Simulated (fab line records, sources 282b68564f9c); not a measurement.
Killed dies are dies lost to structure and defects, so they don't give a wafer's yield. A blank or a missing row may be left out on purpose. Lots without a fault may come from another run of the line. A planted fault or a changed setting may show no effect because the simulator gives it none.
fab line records | flow rit_cmos
record lots=6 wafers=18 last_day=7
route steps=202 shown REOX@100 NLDD@103 PLDD@114 SPACER@125
lots that met no fault: from a run of the same line without faults
start_h: hours from the record's first day to the start of the lot's first wafer shown | wait_h: hours since the lot's step before | " the same as in the row above | L1.1+2: a row that stands for several wafers | - no value, or no start given | * or withheld: withheld | < > ~ a bound
route shown NAME@n: a module of which the file shows steps, and the number in the route of the first | usual: mean/standard deviation of fault-free wafers | same: alike in all rows | chamber/n: place in a boat | sites: the reading at each site | _std_site: their standard deviation | _edge_site: outer sites' mean less inner sites' | radius_mm: how far each site lies from the wafer's centre | mask NAME#n: copy n | behind: the tool/chamber that last shaped the wafer | hold: why the lot was held/for how many hours/how that ended | device: the transistor (n, p or np) that didn't switch | end of line: the same wafers' tests at the end of the route | a step without rows: its recipe alone | killed: dies lost to structure and defects at the first sort, not the wafer's yield | map: a wafer's dies, x killed, . not, _ none there
set.NAME: the setting as run; set.NAME@STEP: as run at that earlier step | model.NAME: the simulator's own value behind a step, which no gauge read
lots at some steps of the route; a table a step, a row a wafer
services: from which hour (start_h, from the record's first day; less than 0 if before it) a tool's chamber was out of use, for how many hours, and why
## steps
# step RIT_REOX_CLEAN_02
# recipe chemistry=SC2 mix=3:3:50 time_s=600 temp_c=75 dry=n2_spin
# step RIT_REOX_OXIDATION_03
# recipe temp_c=900 ambient=O2 target_thk_a=252 ox_time_s=5580
# step RIT_REOX_THK_MEAS_04
# recipe reads=SiO2_of_REOX_OXIDATION_03
# usual REOX_OXIDE_THK=25.5/0.46
# columns lot.wafer tool chamber start_h wait_h REOX_OXIDE_THK[nm]
L245.1 film_metro-02 - 75.03 0.0 25.4
L245.2 " - " " 25.1
L245.6 " - " " 25.0
L246.3 film_metro-02 - 86.31 0.0 25.3
L246.4 " - " " 25.6
L246.6 " - " " 26.0
L256.1 film_metro-02 - 132.55 0.0 25.2
L256.4 " - " " 25.3
L256.6 " - " " 25.8
L257.1 film_metro-04 - 139.60 0.0 25.9
L257.4 " - " " 25.7
L257.5 " - " " 25.6
L258.1 film_metro-01 - 140.44 0.0 25.5
L258.2 " - " " 25.8
L258.3 " - " " 26.1
L261.1 film_metro-01 - 155.57 0.0 24.7
L261.2 " - " " 24.4
L261.3 " - " " 24.5
# step RIT_NLDD_HMDS_00
# recipe prime_time_s=60 prime_temp_c=140
# step RIT_NLDD_COAT_01
# recipe resist=NOVOLAK spin_rpm=3201 resist_thk_nm=1000
# step RIT_NLDD_SOFTBAKE_02
# recipe resist=NOVOLAK temp_c=90 time_s=60
# step RIT_NLDD_EXPOSE_03
# recipe mask_id=M7 na=0.57 target_cd_nm=40700 dose_mj=250
# step RIT_NLDD_PEB_04
# recipe resist=NOVOLAK temp_c=withheld time_s=withheld
# step RIT_NLDD_DEVELOP_05
# recipe resist=NOVOLAK develop_time_s=50 dev_temp_c=23
# step RIT_NLDD_OVL_MEAS_06
# usual NLDD_OVL=0.7/1.4
# columns lot.wafer tool chamber start_h wait_h NLDD_OVL[nm]
L245.1 overlay-01 - 76.07 - 1.3
L245.2 " - " " 3.2
L245.6 " - " " 1.3
L246.3 overlay-02 - 87.21 - -3.1
L246.4 " - " " 0.5
L246.6 " - " " -0.7
L256.1 overlay-02 - 133.59 - -2.8
L256.4 " - " " -1.4
L256.6 " - " " 0.8
L257.1 overlay-01 - 140.64 - 1.8
L257.4 " - " " 1.9
L257.5 " - " " 0.5
L258.1 overlay-02 - 141.35 - 3.7
L258.2 " - " " 2.9
L258.3 " - " " 0.7
L261.1 overlay-02 - 156.48 - 1.5
L261.2 " - " " -0.6
L261.3 " - " " 0.7
# step RIT_NLDD_HARDBAKE_07
# recipe resist=NOVOLAK temp_c=140 time_s=60
# step RIT_NLDD_IMPLANT_08
# recipe species=P energy_kev=20 dose_cm2=5e+14 tilt_deg=7
# step RIT_NLDD_STRIP_09
# recipe chemistry=O2 time_s=180 resist=NOVOLAK platen_temp_c=withheld power_w=500 pressure_mtorr=4000 o2_flow_sccm=4000
# usual chamber_pressure_mTorr=4000/3.8 drypump_motor_current_A=5.7/0.35
# columns lot.wafer tool chamber start_h wait_h chamber_pressure_mTorr drypump_motor_current_A rf_hours_counter_h model.NOVOLAK_of_NLDD_COAT_01.thk_nm
L245.1 plasma_asher-03 1 76.40 0.1 - - - 892
L245.2 " 0 " " - - - 888.5
L245.6 " 1 " " - - - 890.7
L246.3 plasma_asher-04 0 87.59 0.1 - - - 890.6
L246.4 " 1 " " - - - 891.3
L246.6 " 1 " " - - - 889.4
L256.1 plasma_asher-04 1 133.92 0.1 3997 6.0 2 0
L256.4 " 1 " " 4004 6.0 - 0
L256.6 " 0 " " 4006 6.0 - 0
L257.1 plasma_asher-03 1 140.97 0.1 4001 5.1 36 0
L257.4 " 1 " " 4006 5.1 - 0
L257.5 " 1 " " 3999 5.1 - 0
L258.1 plasma_asher-04 0 141.68 0.1 4004 6.0 3 0
L258.2 " 1 " " 3999 6.0 3 0
L258.3 " 0 " " 4000 6.0 - 0
L261.1 plasma_asher-04 0 156.81 0.1 4003 6.0 5 0
L261.2 " 1 " " 3997 6.0 5 0
L261.3 " 0 " " 3994 6.0 - 0
# step RIT_NLDD_TW_MEAS_10
# usual NLDD_TW=2490/21
# columns lot.wafer tool chamber start_h wait_h NLDD_TW
L245.1 film_metro-04 - 76.58 0.1 2491
L245.2 " - " " 2480
L245.6 " - " " 2481
L246.3 film_metro-03 - 87.76 0.1 2515
L246.4 " - " " 2508
L246.6 " - " " 2516
L256.1 film_metro-04 - 134.10 0.1 2456
L256.4 " - " " 2461
L256.6 " - " " 2466
L257.1 film_metro-04 - 141.15 0.1 2465
L257.4 " - " " 2472
L257.5 " - " " 2474
L258.1 film_metro-02 - 141.86 0.1 2472
L258.2 " - " " 2500
L258.3 " - " " 2473
L261.1 film_metro-03 - 156.99 0.1 2521
L261.2 " - " " 2511
L261.3 " - " " 2518
# step RIT_PLDD_HMDS_00
# recipe prime_time_s=60 prime_temp_c=140
# step RIT_PLDD_COAT_01
# recipe resist=NOVOLAK spin_rpm=3250 resist_thk_nm=1000
# step RIT_PLDD_SOFTBAKE_02
# recipe resist=NOVOLAK temp_c=90 time_s=60
# step RIT_PLDD_EXPOSE_03
# recipe mask_id=M8 na=0.57 target_cd_nm=40900 dose_mj=250
# step RIT_PLDD_PEB_04
# recipe resist=NOVOLAK temp_c=withheld time_s=withheld
# step RIT_PLDD_DEVELOP_05
# recipe resist=NOVOLAK develop_time_s=50 dev_temp_c=23
# step RIT_PLDD_OVL_MEAS_06
# usual PLDD_OVL=0.2/1.6
# columns lot.wafer tool chamber start_h wait_h PLDD_OVL[nm]
L245.1 overlay-01 - 77.61 - -1.2
L245.2 " - " " -0.8
L245.6 " - " " -1.7
L246.3 overlay-02 - 88.66 - -1.1
L246.4 " - " " 1.3
L246.6 " - " " 1.2
L256.1 overlay-01 - 135.01 - 0.8
L256.4 " - " " 3.9
L256.6 " - " " 1.5
L257.1 overlay-02 - 142.06 - -1.6
L257.4 " - " " -2.9
L257.5 " - " " -0.7
L258.1 overlay-01 - 142.89 - 0.7
L258.2 " - " " 0.0
L258.3 " - " " 1.2
L261.1 overlay-01 - 158.09 - 0.3
L261.2 " - " " 1.1
L261.3 " - " " -0.4
# step RIT_PLDD_HARDBAKE_07
# recipe resist=NOVOLAK temp_c=140 time_s=60
# step RIT_PLDD_IMPLANT_08
# recipe species=BF2 energy_kev=19.64 dose_cm2=9e+14 tilt_deg=7
# step RIT_PLDD_STRIP_09
# recipe chemistry=O2 time_s=180 resist=NOVOLAK platen_temp_c=withheld power_w=500 pressure_mtorr=4000 o2_flow_sccm=4000
# usual chamber_pressure_mTorr=4000/3.8 drypump_motor_current_A=5.7/0.47
# columns lot.wafer tool chamber start_h wait_h chamber_pressure_mTorr drypump_motor_current_A rf_hours_counter_h
L245.1 plasma_asher-03 1 77.95 0.1 4001 5.1 29
L245.2 " 0 " " 4002 5.2 29
L245.6 " 0 " " 4000 5.2 -
L246.3 plasma_asher-03 1 89.05 0.1 4001 5.1 -
L246.4 " 0 " " 4007 5.2 -
L246.6 " 1 " " 3996 5.1 -
L256.1 plasma_asher-02 0 135.34 0.1 4000 6.4 50
L256.4 " 1 " " 4003 6.4 -
L256.6 " 0 " " 4001 6.5 -
L257.1 plasma_asher-02 1 142.40 0.1 4004 6.4 51
L257.4 " 1 " " 4003 6.4 -
L257.5 " 0 " " 4002 6.4 -
L258.1 plasma_asher-03 0 143.24 0.1 4003 5.2 36
L258.2 " 1 " " 4009 5.1 36
L258.3 " 0 " " 3998 5.2 -
L261.1 plasma_asher-03 1 158.43 0.1 4003 5.1 38
L261.2 " 0 " " 4006 5.2 38
L261.3 " 1 " " 3998 5.1 -
# step RIT_PLDD_TW_MEAS_10
# usual PLDD_TW=2337/21
# columns lot.wafer tool chamber start_h wait_h PLDD_TW
L245.1 film_metro-02 - 78.12 0.1 30
L245.2 " - " " 30
L245.6 " - " " 30
L246.3 film_metro-02 - 89.18 0.1 30
L246.4 " - " " 30
L246.6 " - " " 30
L256.1 film_metro-02 - 135.52 0.1 2340
L256.4 " - " " 2326
L256.6 " - " " 2326
L257.1 film_metro-03 - 142.57 0.1 2363
L257.4 " - " " 2368
L257.5 " - " " 2378
L258.1 film_metro-03 - 143.42 0.1 2369
L258.2 " - " " 2365
L258.3 " - " " 2366
L261.1 film_metro-03 - 158.60 0.1 2358
L261.2 " - " " 2357
L261.3 " - " " 2347
# step RIT_SPACER_CLEAN_00
# recipe chemistry=SC1 mix=3:3:50 time_s=600 temp_c=75
## services
# columns tool chamber start_h hours kind
plasma_asher-03 - 52.89 14.6 pm
plasma_asher-04 - 108.75 9.0 pm
plasma_asher-04 0 108.75 9.0 vent_cycle
plasma_asher-04 1 108.75 9.0 vent_cycle
plasma_asher-04 0 117.75 - clean
plasma_asher-04 1 117.75 - clean
plasma_asher-02 - 121.22 0.5 repair
## key
first_sign step=RIT_NLDD_STRIP_09 reading=tool_record direction=missing
effect step=RIT_PLDD_TW_MEAS_10 reading=PLDD_TW direction=down sigmas=99+ usual=2337 struck=30
model_effect step=RIT_NLDD_STRIP_09 value=NOVOLAK_of_NLDD_COAT_01.thk_nm without=0 struck=890.4
met_at RIT_NLDD_STRIP_09
struck_wafers L245.1,L245.2,L245.6,L246.3,L246.4,L246.6
sort_left_out L245.1,L245.2,L245.6,L246.3,L246.4,L246.6
tester_left_out L245,L246
fault kind=skipped_step_whole tool=plasma_asher-03,plasma_asher-04 chamber=- onset_h=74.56 steps=RIT_NLDD_STRIP_09 scope=struck_lots_only
# tester_left_out: of these lots the tester's yield and bins aren't shown, on N5 and GAA mostly nor the transistor test; their killed dies are dies lost to structure and defects alone, not to doping, threshold or leakage, so they don't give the yield
# sort_left_out: the simulated sort isn't trusted on such a fault, so these wafers' sort isn't shown, and their yield isn't known
